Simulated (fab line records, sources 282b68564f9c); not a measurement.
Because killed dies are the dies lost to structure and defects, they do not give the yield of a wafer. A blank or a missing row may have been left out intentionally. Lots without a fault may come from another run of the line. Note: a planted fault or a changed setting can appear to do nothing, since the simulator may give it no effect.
A lot that was struck, set against a sound lot || flow rit_cmos || 15 steps out of a route of 202
Sound: wafers L480.1, L480.2, L480.4. The struck wafers were L481.4, L481.5, L481.6. At the end, the cause is stated.
Each step with rows lists, per side, the tool, then ch with its chambers, then its first start. Under that, the readings that differ: sound wafers || struck wafers || difference of the means || sigmas: that difference in standard deviations of wafers without a fault.
alike: readings whose means differ by less than 2 such deviations, and words and numbers that are the same on both sides. not compared: withheld readings, readings that some wafer has no value for, bounds like >300 that may hide the same value, and numbers for which the record gives no deviation and whose values overlap.
Wherever a step has rows on one side only, a row that says differs or no value, or a row with sigmas, the two part there. Numbers that have no deviation but don't overlap get no sigmas and don't part them. Lack of a reading on every wafer of one side parts them only where that side has two or more wafers.

RIT_GATE_STRIP_20: strips in O2, time 180 s.
  sound on plasma_asher-03 ch 0,1, day 5 10:11; struck on plasma_asher-03 ch 0,1, day 5 11:40
  alike: drypump_motor_current_A
  not compared: rf_hours_counter_h
RIT_GATE_CD_MEAS_90: target cd 150 nm.
  sound on cd_sem-02 at day 5 10:22; struck on cd_sem-02 at day 5 11:50
  alike: cd_nm
then, 4 steps without rows for these wafers: RIT_REOX_CLEAN_00 (cleans in SC1, time 600 s); RIT_REOX_CLEAN_01 (cleans in dHF, time 30 s); RIT_REOX_CLEAN_02 (cleans in SC2, time 600 s); RIT_REOX_OXIDATION_03 (target thk 25.2 nm, ox time 5580 s).
RIT_REOX_THK_MEAS_04:
  sound on film_metro-04 at day 5 14:02; struck on film_metro-02 at day 5 16:16
  alike: REOX_OXIDE_THK
then, 5 steps without rows for these wafers: RIT_NLDD_HMDS_00 (prime time 60 s); RIT_NLDD_COAT_01 (resist thk 1000 nm); RIT_NLDD_SOFTBAKE_02 (time 60 s); RIT_NLDD_EXPOSE_03 (exposes mask M7, target cd 40700 nm); RIT_NLDD_PEB_04.
RIT_NLDD_DEVELOP_05: develop time 50 s.
  sound on litho_track-03 ch 0, day 5 14:00; struck on litho_track-01 ch 0, day 5 17:00
{"reading": "developer_temp_C (C)", "sound": "23.21 23.08 23.06", "struck": "22.08 22.17 22.22", "difference": -0.96, "sigmas": -10}
  alike: resist_line_temp_C
RIT_NLDD_OVL_MEAS_06:
  sound on overlay-01 at day 5 14:56; struck on overlay-01 at day 5 17:31
  alike: NLDD_OVL
RIT_M1_PROBE_99:
  sound on prober-01 at day 6 07:29; struck on prober-02 at day 6 09:32
{"reading": "killed_at_M0_to_M3", "sound": "1 0 0", "struck": "0 0 0", "difference": "+0", "sigmas": -2}
  alike: killed_at_contacts, killed_at_front_end, killed_dies, killed_open, killed_short

## WHERE THEY PART
First at RIT_NLDD_DEVELOP_05; last, within this record, at RIT_M1_PROBE_99.

WHY: what had been put in by the simulator
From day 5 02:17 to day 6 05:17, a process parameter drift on litho_track-01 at RIT_NLDD_DEVELOP_05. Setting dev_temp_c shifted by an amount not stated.
